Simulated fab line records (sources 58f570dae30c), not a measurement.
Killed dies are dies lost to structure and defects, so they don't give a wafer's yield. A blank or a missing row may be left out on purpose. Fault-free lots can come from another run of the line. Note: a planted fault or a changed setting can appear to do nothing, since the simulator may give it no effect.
fab line records	flow berkeley-cmos170	part 1 of 2: steps 1 to 25 of 36
record: lots: 5	wafers: 15	last-day: 11
route steps=331 shown NWELL@31 PWELL@34 WELLDRIVE@55 ACTIVE@60
lots with no fault: from the same line, run without faults
start-h: start of the lot's first displayed wafer, in hours after the record's first day	wait-h: hours from the lot's prior step to this one	" unchanged from the row above	L1.1+2: one row covering several wafers at once	- no value, or no start given	* or withheld: withheld	< > ~ a bound
route shown NAME@n: a module of which the file shows steps, and the number in the route of the first	usual: the fault-free wafers' mean and standard deviation	same: alike in all rows	chamber/n: place in a boat	sites: readings site by site	_std_site: their standard deviation	_edge_site: inner sites' mean taken away from outer sites' mean	radius-mm: how far each site lies from the wafer's centre	mask NAME#n: copy n	behind: the tool/chamber that last shaped the wafer	hold: why the lot went on hold/how many hours it stayed there/how the hold came to an end	device: whichever transistor did not switch (one of n, p or np)	end of line: tests run on the same wafers once the route is complete	a step with no rows: only its recipe	killed: the dies lost at the first sort to structure and to defects; this is not the yield of the wafer	map: dies across one wafer; x = killed, . = not, _ = none there
set.NAME: the run value of the setting; set.NAME@STEP: its run value at that earlier step	model.NAME: the simulator's own value behind a step, which no gauge read
a table for each step, a row for each wafer; lots at some steps of the route
services: from which hour (start-h, from the record's first day; less than 0 if before it) a tool's chamber was out of use, for how many hours, and why
== steps ==
step: UCB170_NWELL_CLEAN_17
recipe: chemistry: SPM	temp-c: 120	time-s: 600
usual: bath-heat-duty-pct: 13.3/1.3
lot.wafer	tool	chamber	start-h	wait-h	bath-heat-duty-pct
L080.1	wet-bench-03	2	77.50	0.1	14.0
L080.2	"	2	"	"	13.6
L080.6	"	2	"	"	12.2
L085.1	wet-bench-02	2	100.76	0.4	17.8
L085.3	"	2	"	"	17.5
L085.5	"	2	"	"	16.1
L088.1	wet-bench-04	1	103.48	0.8	12.7
L088.2	"	1	"	"	12.5
L088.4	"	1	"	"	12.1
L092.1	wet-bench-02	1	118.76	0.1	13.4
L092.3	"	1	"	"	11.5
L092.6	"	1	"	"	11.2
L093.3	wet-bench-02	3	123.47	0.6	12.6
L093.4	"	3	"	"	12.4
L093.5	"	3	"	"	12.7
step: UCB170_NWELL_WET_ETCH_18
recipe: chemistry: H3PO4	target: Si3N4	temp-c: 160	time-s: 14400
usual: bath-heat-duty-pct: 27.5/2.3
lot.wafer	tool	chamber	start-h	wait-h	bath-heat-duty-pct
L080.1	wet-bench-02	2	77.68	0.0	34.4
L080.2	"	2	"	"	35.0
L080.6	"	2	"	"	31.4
L085.1	wet-bench-03	1	102.59	1.6	23.4
L085.3	"	1	"	"	23.6
L085.5	"	1	"	"	23.7
L088.1	wet-bench-04	1	103.95	0.3	26.2
L088.2	"	1	"	"	25.4
L088.4	"	1	"	"	27.5
L092.1	wet-bench-02	1	118.94	0.0	25.5
L092.3	"	1	"	"	26.4
L092.6	"	1	"	"	26.6
L093.3	wet-bench-04	2	123.85	0.2	26.9
L093.4	"	2	"	"	30.8
L093.5	"	2	"	"	31.7
step: UCB170_NWELL_WET_ETCH_19
recipe: chemistry: BOE	dilution: 5:1	target: SiO2	temp-c: 25	time-s: 22
usual: bath-heat-duty-pct: 6.4/0.76
lot.wafer	tool	chamber	start-h	wait-h	bath-heat-duty-pct
L080.1	wet-bench-02	0	81.97	0.3	6.5
L080.2	"	0	"	"	6.2
L080.6	"	0	"	"	6.0
L085.1	wet-bench-03	3	106.67	0.1	5.6
L085.3	"	3	"	"	6.2
L085.5	"	3	"	"	6.5
L088.1	wet-bench-03	0	108.32	0.0	5.6
L088.2	"	0	"	"	6.3
L088.4	"	0	"	"	4.6
L092.1	wet-bench-02	3	123.65	0.7	6.1
L092.3	"	3	"	"	6.5
L092.6	"	3	"	"	6.9
L093.3	wet-bench-02	0	128.09	0.2	6.2
L093.4	"	0	"	"	6.7
L093.5	"	0	"	"	6.1
step: UCB170_PWELL_CLEAN_00
recipe: chemistry: SPM	temp-c: 120	time-s: 600
usual: bath-heat-duty-pct: 13.4/1
lot.wafer	tool	chamber	start-h	wait-h	bath-heat-duty-pct
L080.1	wet-bench-04	1	82.31	0.3	12.9
L080.2	"	1	"	"	11.3
L080.6	"	1	"	"	12.9
L085.1	wet-bench-03	2	106.69	0.0	13.1
L085.3	"	2	"	"	14.3
L085.5	"	2	"	"	14.1
L088.1	wet-bench-04	1	108.34	0.0	13.6
L088.2	"	1	"	"	14.4
L088.4	"	1	"	"	13.3
L092.1	wet-bench-03	0	124.70	1.0	11.9
L092.3	"	0	"	"	12.9
L092.6	"	0	"	"	12.2
L093.3	wet-bench-04	2	128.20	0.1	13.1
L093.4	"	2	"	"	14.8
L093.5	"	2	"	"	14.0
step: UCB170_PWELL_CLEAN_01
recipe: chemistry: dHF	dilution: 25:1	time-s: 60
lot.wafer	tool	chamber	start-h	wait-h
L080.1+2+6	wet-bench-04	3	82.69	0.2
L085.1+3+5	wet-bench-03	0	106.88	0.0
L088.1+2+4	wet-bench-03	2	108.53	0.0
L092.1+3+6	wet-bench-03	3	125.13	0.3
L093.3+4+5	wet-bench-02	1	128.38	0.0
step: UCB170_PWELL_OXIDATION_02
recipe: temp-c: 1000	ambient: O2	target-thk-a: 264	ox-time-s: 1260
usual: ox-temp-c: 999.9/0.45	zone-power-load-pct: 31/4.1
same: ox-time-s: 1260
lot.wafer	tool	chamber	start-h	wait-h	ox-temp-c	zone-power-load-pct
L080.1	furnace-03	0	88.18	5.5	1000.3	29
L080.2	"	0	"	"	1000.5	29
L080.6	"	0	"	"	1000.4	29
L085.1	furnace-03	0	110.11	3.2	1000.6	29
L085.3	"	0	"	"	999.9	29
L085.5	"	0	"	"	999.8	29
L088.1	furnace-03	0	110.11	1.6	999.8	29
L088.2	"	0	"	"	1000.2	29
L088.4	"	0	"	"	1000.1	29
L092.1	furnace-03	0	126.84	1.7	999.8	29
L092.3	"	0	"	"	999.5	29
L092.6	"	0	"	"	999.8	29
L093.3	furnace-02	0	129.01	0.6	1000.0	30
L093.4	"	0	"	"	1000.0	31
L093.5	"	0	"	"	1000.2	31
step: UCB170_PWELL_THK_MEAS_03
recipe: reads: SiO2_of_PWELL_OXIDATION_02
usual: PWELL_OXIDE_THK: 26.8/0.44
lot.wafer	tool	chamber	start-h	wait-h	PWELL_OXIDE_THK[nm]
L080.1	film-metro-04	-	89.53	0.0	27.1
L080.2	"	-	"	"	26.6
L080.6	"	-	"	"	26.7
L085.1	film-metro-01	-	111.46	0.0	26.3
L085.3	"	-	"	"	26.0
L085.5	"	-	"	"	26.3
L088.1	film-metro-04	-	111.52	0.1	25.9
L088.2	"	-	"	"	26.3
L088.4	"	-	"	"	26.6
L092.1	film-metro-01	-	128.19	0.0	26.7
L092.3	"	-	"	"	26.6
L092.6	"	-	"	"	26.7
L093.3	film-metro-01	-	130.38	0.0	26.5
L093.4	"	-	"	"	26.2
L093.5	"	-	"	"	26.8
step: UCB170_PWELL_ANNEAL_04
recipe: temp-c: 1000	time-s: 900	ambient: N2
usual: zone-power-load-pct: 34/4.8
lot.wafer	tool	chamber	start-h	wait-h	zone-power-load-pct
L080.1	furnace-04	0	93.38	3.8	38
L080.2	"	0	"	"	40
L080.6	"	0	"	"	39
L085.1	furnace-03	0	114.29	2.8	29
L085.3	"	0	"	"	29
L085.5	"	0	"	"	30
L088.1	furnace-03	0	114.29	2.8	29
L088.2	"	0	"	"	29
L088.4	"	0	"	"	30
L092.1	furnace-04	0	128.46	0.3	39
L092.3	"	0	"	"	39
L092.6	"	0	"	"	39
L093.3	furnace-03	0	132.48	2.1	29
L093.4	"	0	"	"	30
L093.5	"	0	"	"	29
step: UCB170_PWELL_CVD_05
recipe: material: Si3N4	target-thk-nm: 220	temp-c: 800	precursor: SiH2Cl2/NH3	time-s: 3300	pressure-mtorr: 200	sih2cl2-flow-sccm: 23.77	nh3-flow-sccm: 75
usual: zone-power-load-pct: 21.0/1.5
lot.wafer	tool	chamber	start-h	wait-h	zone-power-load-pct
L080.1	lpcvd-01	1	94.63	0.0	20.6
L080.2	"	1	"	"	20.6
L080.6	"	1	"	"	21.1
L085.1	lpcvd-02	0	115.54	0.0	22.6
L085.3	"	0	"	"	22.6
L085.5	"	0	"	"	22.7
L088.1	lpcvd-02	0	115.54	0.0	22.3
L088.2	"	0	"	"	22.9
L088.4	"	0	"	"	22.4
L092.1	lpcvd-01	1	130.16	0.4	20.3
L092.3	"	1	"	"	20.7
L092.6	"	1	"	"	20.4
L093.3	lpcvd-02	1	133.73	0.0	21.6
L093.4	"	1	"	"	21.5
L093.5	"	1	"	"	21.5
step: UCB170_PWELL_THK_MEAS_06
recipe: reads: Si3N4_of_PWELL_CVD_05
usual: PWELL_NITRIDE_THK: 216.9/2.1
lot.wafer	tool	chamber	start-h	wait-h	PWELL_NITRIDE_THK[nm]
L080.1	film-metro-03	-	96.55	0.0	214.7
L080.2	"	-	"	"	217.0
L080.6	"	-	"	"	216.0
L085.1	film-metro-01	-	117.52	0.1	215.7
L085.3	"	-	"	"	215.0
L085.5	"	-	"	"	216.2
L088.1	film-metro-04	-	117.52	0.1	218.1
L088.2	"	-	"	"	216.2
L088.4	"	-	"	"	220.3
L092.1	film-metro-01	-	132.08	0.0	219.8
L092.3	"	-	"	"	218.2
L092.6	"	-	"	"	221.9
L093.3	film-metro-04	-	135.66	0.0	212.6
L093.4	"	-	"	"	215.5
L093.5	"	-	"	"	214.7
step: UCB170_PWELL_HMDS_07
recipe: prime-time-s: 60	prime-temp-c: 100
usual: resist-line-temp-C: 23.03/0.11
lot.wafer	tool	chamber	start-h	wait-h	resist-line-temp-C
L080.1	litho-track-02	0	96.61	0.1	23.23
L080.2	"	0	"	"	23.23
L080.6	"	0	"	"	23.19
L088.1	litho-track-02	0	118.49	1.0	23.04
L088.2	"	0	"	"	23.01
L088.4	"	0	"	"	23.16
L085.1	litho-track-03	0	118.59	1.1	22.90
L085.3	"	0	"	"	23.05
L085.5	"	0	"	"	22.89
L092.1	litho-track-03	0	133.18	1.1	23.09
L092.3	"	0	"	"	22.94
L092.6	"	0	"	"	23.00
L093.3	litho-track-01	0	135.75	0.1	23.16
L093.4	"	0	"	"	22.96
L093.5	"	0	"	"	22.96
step: UCB170_PWELL_COAT_08
recipe: resist: KrF	spin-rpm: 1500	resist-thk-nm: 900
usual: resist-line-temp-C: 23.01/0.11
lot.wafer	tool	chamber	start-h	wait-h	resist-line-temp-C
L080.1	litho-track-02	0	96.76	0.1	23.06
L080.2	"	0	"	"	23.12
L080.6	"	0	"	"	22.99
L088.1	litho-track-02	0	118.64	0.1	23.09
L088.2	"	0	"	"	22.99
L088.4	"	0	"	"	23.05
L085.1	litho-track-03	0	118.74	0.1	22.91
L085.3	"	0	"	"	22.77
L085.5	"	0	"	"	22.94
L092.1	litho-track-03	0	133.33	0.1	23.24
L092.3	"	0	"	"	23.17
L092.6	"	0	"	"	23.09
L093.3	litho-track-01	0	135.90	0.1	22.91
L093.4	"	0	"	"	23.07
L093.5	"	0	"	"	23.01
step: UCB170_PWELL_SOFTBAKE_09
recipe: resist: KrF	temp-c: 130	time-s: 60
usual: resist-line-temp-C: 23.03/0.096
lot.wafer	tool	chamber	start-h	wait-h	resist-line-temp-C
L080.1	litho-track-02	0	96.91	0.1	23.11
L080.2	"	0	"	"	23.07
L080.6	"	0	"	"	23.19
L088.1	litho-track-02	0	118.79	0.1	22.99
L088.2	"	0	"	"	22.96
L088.4	"	0	"	"	22.96
L085.1	litho-track-03	0	118.89	0.1	23.06
L085.3	"	0	"	"	23.07
L085.5	"	0	"	"	23.17
L092.1	litho-track-03	0	133.48	0.1	23.14
L092.3	"	0	"	"	23.14
L092.6	"	0	"	"	23.10
L093.3	litho-track-01	0	136.05	0.1	22.93
L093.4	"	0	"	"	23.01
L093.5	"	0	"	"	22.94
step: UCB170_PWELL_EXPOSE_10
recipe: mask-id: PWELL	target-cd-nm: 3000	na: 0.5	sigma-outer: 0.6	source-shape: conventional	dose-mj: 19
lot.wafer	tool	chamber	start-h	wait-h	mask
L080.1+2+6	krf-scanner-02	0	97.19	0.2	PWELL#0
L088.1+2+4	krf-scanner-01	0	119.22	0.4	PWELL#0
L085.1+3+5	krf-scanner-01	0	119.33	0.4	PWELL#0
L092.1+3+6	krf-scanner-01	0	133.76	0.2	PWELL#0
L093.3+4+5	krf-scanner-02	0	136.32	0.2	PWELL#0
step: UCB170_PWELL_PEB_11
recipe: peb-temp-c: 130	peb-time-s: withheld	resist: KrF
usual: resist-line-temp-C: 23.01/0.11
lot.wafer	tool	chamber	start-h	wait-h	resist-line-temp-C
L080.1	litho-track-01	0	97.69	0.5	23.13
L080.2	"	0	"	"	22.98
L080.6	"	0	"	"	23.29
L088.1	litho-track-02	0	119.67	0.4	22.73
L088.2	"	0	"	"	22.94
L088.4	"	0	"	"	23.04
L085.1	litho-track-02	0	119.94	0.6	23.15
L085.3	"	0	"	"	22.92
L085.5	"	0	"	"	22.87
L092.1	litho-track-01	0	134.13	0.4	22.83
L092.3	"	0	"	"	22.98
L092.6	"	0	"	"	22.93
L093.3	litho-track-01	0	136.45	0.1	23.09
L093.4	"	0	"	"	23.02
L093.5	"	0	"	"	23.18
step: UCB170_PWELL_DEVELOP_12
recipe: developer: TMAH	develop-time-s: 45	resist: KrF	dev-temp-c: 21
usual: resist-line-temp-C: 23.00/0.1
lot.wafer	tool	chamber	start-h	wait-h	resist-line-temp-C
L080.1	litho-track-01	0	-	-	23.06
L080.2	"	0	"	"	23.00
L080.6	"	0	"	"	23.04
L088.1	litho-track-02	0	-	-	23.14
L088.2	"	0	"	"	23.06
L088.4	"	0	"	"	23.00
L085.1	litho-track-02	0	-	-	23.08
L085.3	"	0	"	"	23.12
L085.5	"	0	"	"	23.01
L092.1	litho-track-01	0	-	-	22.79
L092.3	"	0	"	"	22.99
L092.6	"	0	"	"	22.77
L093.3	litho-track-01	0	-	-	22.88
L093.4	"	0	"	"	22.75
L093.5	"	0	"	"	22.75
step: UCB170_PWELL_OVL_MEAS_13
usual: PWELL_OVL: 1/6.2
lot.wafer	tool	chamber	start-h	wait-h	PWELL_OVL[nm]
L080.1	overlay-01	-	97.96	-	-5
L080.2	"	-	"	"	-9
L080.6	"	-	"	"	-3
L088.1	overlay-02	-	119.94	-	3
L088.2	"	-	"	"	3
L088.4	"	-	"	"	4
L085.1	overlay-01	-	120.22	-	-6
L085.3	"	-	"	"	-6
L085.5	"	-	"	"	-8
L092.1	overlay-01	-	134.40	-	-4
L092.3	"	-	"	"	-8
L092.6	"	-	"	"	-5
L093.3	overlay-02	-	136.68	-	-1
L093.4	"	-	"	"	3
L093.5	"	-	"	"	0
step: UCB170_PWELL_ETCH_14
recipe: chemistry: CH3F/Ar/O2	target: Si3N4	stop-on: SiO2	CH3F_flow_sccm: 20	Ar_flow_sccm: 50	O2_flow_sccm: 7	pressure-mtorr: 50	rf-w: 450	target-depth-a: 2420	over-etch-frac: 0.1	time-s: 151
usual: drypump-motor-current-A: 5.9/0.45	oes-product-au: 0.931/0.014	throttle-valve-pct: 8.08/0.13
lot.wafer	tool	chamber	start-h	wait-h	drypump-motor-current-A	oes-product-au	rf-hours-counter-h	throttle-valve-pct
L080.1	rie-diel-04	1	98.00	0.0	6.5	0.916	14	8.30
L080.2	"	3	"	"	5.9	0.910	12	8.30
L080.6	"	2	"	"	5.3	0.931	-	8.06
L088.1	rie-diel-04	2	119.98	0.0	5.3	0.940	3	8.07
L088.2	"	1	"	"	6.4	0.927	15	8.32
L088.4	"	1	"	"	6.4	0.931	-	8.31
L085.1	rie-diel-03	1	120.25	0.0	5.6	0.936	2	7.94
L085.3	"	2	"	"	6.8	0.942	13	8.10
L085.5	"	0	"	"	6.2	0.937	-	8.05
L092.1	rie-diel-04	2	134.44	0.0	5.3	0.939	4	8.05
L092.3	"	1	"	"	6.5	0.928	16	8.29
L092.6	"	3	"	"	5.9	0.929	-	8.29
L093.3	rie-diel-04	2	136.71	0.0	5.3	0.918	4	8.08
L093.4	"	1	"	"	6.5	0.923	16	8.31
L093.5	"	3	"	"	5.9	0.911	-	8.27
step: UCB170_PWELL_IMPLANT_15
recipe: species: B	dose-cm2: 5e+12	energy-kev: 59.38	tilt-deg: 7
usual: beam-on-s: 9.99/0.21	end-station-pressure-torr: 5e-06/3.1e-07	tilt-deg: 6.995/0.018
lot.wafer	tool	chamber	start-h	wait-h	beam-on-s	end-station-pressure-torr	tilt-deg
L080.1	implanter-02	0	98.10	0.1	9.69	4.7e-06	7.015
L080.2	"	0	"	"	9.82	5.5e-06	7.014
L080.6	"	0	"	"	10.12	5e-06	7.033
L088.1	implanter-04	0	120.08	0.1	9.96	4.5e-06	6.973
L088.2	"	0	"	"	9.97	4.9e-06	6.976
L088.4	"	0	"	"	10.29	4.7e-06	6.966
L085.1	implanter-02	0	120.35	0.1	9.92	4.7e-06	7.003
L085.3	"	0	"	"	9.65	4.8e-06	7.004
L085.5	"	0	"	"	10.12	5.2e-06	7.007
L092.1	implanter-04	0	134.54	0.1	9.65	4.9e-06	6.981
L092.3	"	0	"	"	10.30	4.9e-06	7.008
L092.6	"	0	"	"	9.71	5e-06	7.010
L093.3	implanter-04	0	136.86	0.1	10.07	5.4e-06	7.011
L093.4	"	0	"	"	10.06	5.1e-06	7.033
L093.5	"	0	"	"	10.26	5e-06	7.005
step: UCB170_PWELL_STRIP_16
recipe: chemistry: O2	power-w: 400	pressure-mtorr: 3500	platen-temp-c: withheld	o2-flow-sccm: 400	overash-fraction: 0.5
usual: drypump-motor-current-A: 6.0/0.34	oes-product-au: 0.720/0.0043	strip-time-to-endpoint-s: 18.06/0.081
lot.wafer	tool	chamber	start-h	wait-h	drypump-motor-current-A	oes-product-au	rf-hours-counter-h	strip-time-to-endpoint-s
L080.1	plasma-asher-03	1	98.25	0.1	6.1	0.722	33	17.95
L080.2	"	0	"	"	5.8	0.719	33	17.88
L080.6	"	0	"	"	5.8	0.721	-	18.06
L088.1	plasma-asher-01	1	120.23	0.1	6.6	0.719	44	17.98
L088.2	"	0	"	"	5.5	0.722	44	17.98
L088.4	"	0	"	"	5.5	0.712	-	17.96
L085.1	plasma-asher-02	0	120.50	0.1	6.1	0.718	34	18.16
L085.3	"	1	"	"	5.8	0.727	-	18.07
L085.5	"	1	"	"	5.7	0.728	-	18.09
L092.1	plasma-asher-01	0	134.69	0.1	5.5	0.713	46	18.04
L092.3	"	0	"	"	5.5	0.713	-	17.97
L092.6	"	0	"	"	5.5	0.721	-	18.05
L093.3	plasma-asher-03	0	136.99	0.1	5.8	0.722	-	18.01
L093.4	"	1	"	"	6.1	0.722	-	18.03
L093.5	"	1	"	"	6.1	0.715	-	18.03
step: UCB170_PWELL_TW_MEAS_17
usual: PWELL_TW: 372/5.9
lot.wafer	tool	chamber	start-h	wait-h	PWELL_TW
L080.1	film-metro-03	-	98.35	0.1	365
L080.2	"	-	"	"	366
L080.6	"	-	"	"	365
L088.1	film-metro-03	-	120.33	0.1	369
L088.2	"	-	"	"	367
L088.4	"	-	"	"	366
L085.1	film-metro-04	-	120.60	0.1	377
L085.3	"	-	"	"	377
L085.5	"	-	"	"	376
L092.1	film-metro-03	-	134.79	0.1	369
L092.3	"	-	"	"	369
L092.6	"	-	"	"	371
L093.3	film-metro-03	-	137.08	0.1	369
L093.4	"	-	"	"	369
L093.5	"	-	"	"	369
step: UCB170_PWELL_CLEAN_18
recipe: chemistry: SPM	temp-c: 120	time-s: 600
usual: bath-heat-duty-pct: 13.7/1.4
lot.wafer	tool	chamber	start-h	wait-h	bath-heat-duty-pct
L080.1	wet-bench-03	1	98.41	0.1	12.4
L080.2	"	1	"	"	11.3
L080.6	"	1	"	"	11.5
L088.1	wet-bench-03	2	120.41	0.1	14.5
L088.2	"	2	"	"	12.9
L088.4	"	2	"	"	11.8
L085.1	wet-bench-02	3	123.12	2.5	12.5
L085.3	"	3	"	"	13.8
L085.5	"	3	"	"	13.0
L092.1	wet-bench-04	0	135.10	0.3	15.7
L092.3	"	0	"	"	13.1
L092.6	"	0	"	"	14.0
L093.3	wet-bench-03	1	137.12	0.0	11.8
L093.4	"	1	"	"	12.2
L093.5	"	1	"	"	11.2
step: UCB170_PWELL_WET_ETCH_19
recipe: chemistry: H3PO4	target: Si3N4	temp-c: 160	time-s: 14400
usual: bath-heat-duty-pct: 27.0/2.2
lot.wafer	tool	chamber	start-h	wait-h	bath-heat-duty-pct
L080.1	wet-bench-03	0	98.58	0.0	25.4
L080.2	"	0	"	"	25.2
L080.6	"	0	"	"	22.6
L088.1	wet-bench-03	3	120.69	0.1	25.8
L088.2	"	3	"	"	27.3
L088.4	"	3	"	"	27.4
L085.1	wet-bench-02	2	123.69	0.4	32.3
L085.3	"	2	"	"	30.5
L085.5	"	2	"	"	32.2
L092.1	wet-bench-04	3	135.30	0.0	26.5
L092.3	"	3	"	"	26.0
L092.6	"	3	"	"	26.3
L093.3	wet-bench-03	0	137.82	0.3	24.4
L093.4	"	0	"	"	24.4
L093.5	"	0	"	"	25.9
step: UCB170_PWELL_WET_ETCH_20
recipe: chemistry: BOE	dilution: 5:1	target: SiO2	temp-c: 25	time-s: 22
usual: bath-heat-duty-pct: 6.3/0.63
lot.wafer	tool	chamber	start-h	wait-h	bath-heat-duty-pct
L080.1	wet-bench-04	0	103.67	1.1	6.1
L080.2	"	0	"	"	5.7
L080.6	"	0	"	"	6.8
L088.1	wet-bench-03	3	124.88	0.2	5.8
L088.2	"	3	"	"	6.2
L088.4	"	3	"	"	6.8
L085.1	wet-bench-02	1	128.07	0.4	6.0
L085.3	"	1	"	"	6.0
L085.5	"	1	"	"	6.3
L092.1	wet-bench-04	1	139.49	0.2	5.6
L092.3	"	1	"	"	5.9
L092.6	"	1	"	"	5.5
L093.3	wet-bench-03	2	141.83	0.0	6.4
L093.4	"	2	"	"	7.3
L093.5	"	2	"	"	6.2
step: UCB170_WELLDRIVE_CLEAN_00
recipe: chemistry: SPM	temp-c: 120	time-s: 600
usual: bath-heat-duty-pct: 13.6/1.4
lot.wafer	tool	chamber	start-h	wait-h	bath-heat-duty-pct
L080.1	wet-bench-02	1	105.33	1.6	13.3
L080.2	"	1	"	"	13.3
L080.6	"	1	"	"	11.9
L088.1	wet-bench-03	1	124.95	0.1	12.9
L088.2	"	1	"	"	13.7
L088.4	"	1	"	"	12.3
L085.1	wet-bench-02	3	128.11	0.0	12.7
L085.3	"	3	"	"	13.2
L085.5	"	3	"	"	13.2
L092.1	wet-bench-04	3	139.68	0.2	13.8
L092.3	"	3	"	"	13.0
L092.6	"	3	"	"	13.1
L093.3	wet-bench-03	0	141.84	0.0	10.5
L093.4	"	0	"	"	13.1
L093.5	"	0	"	"	12.7
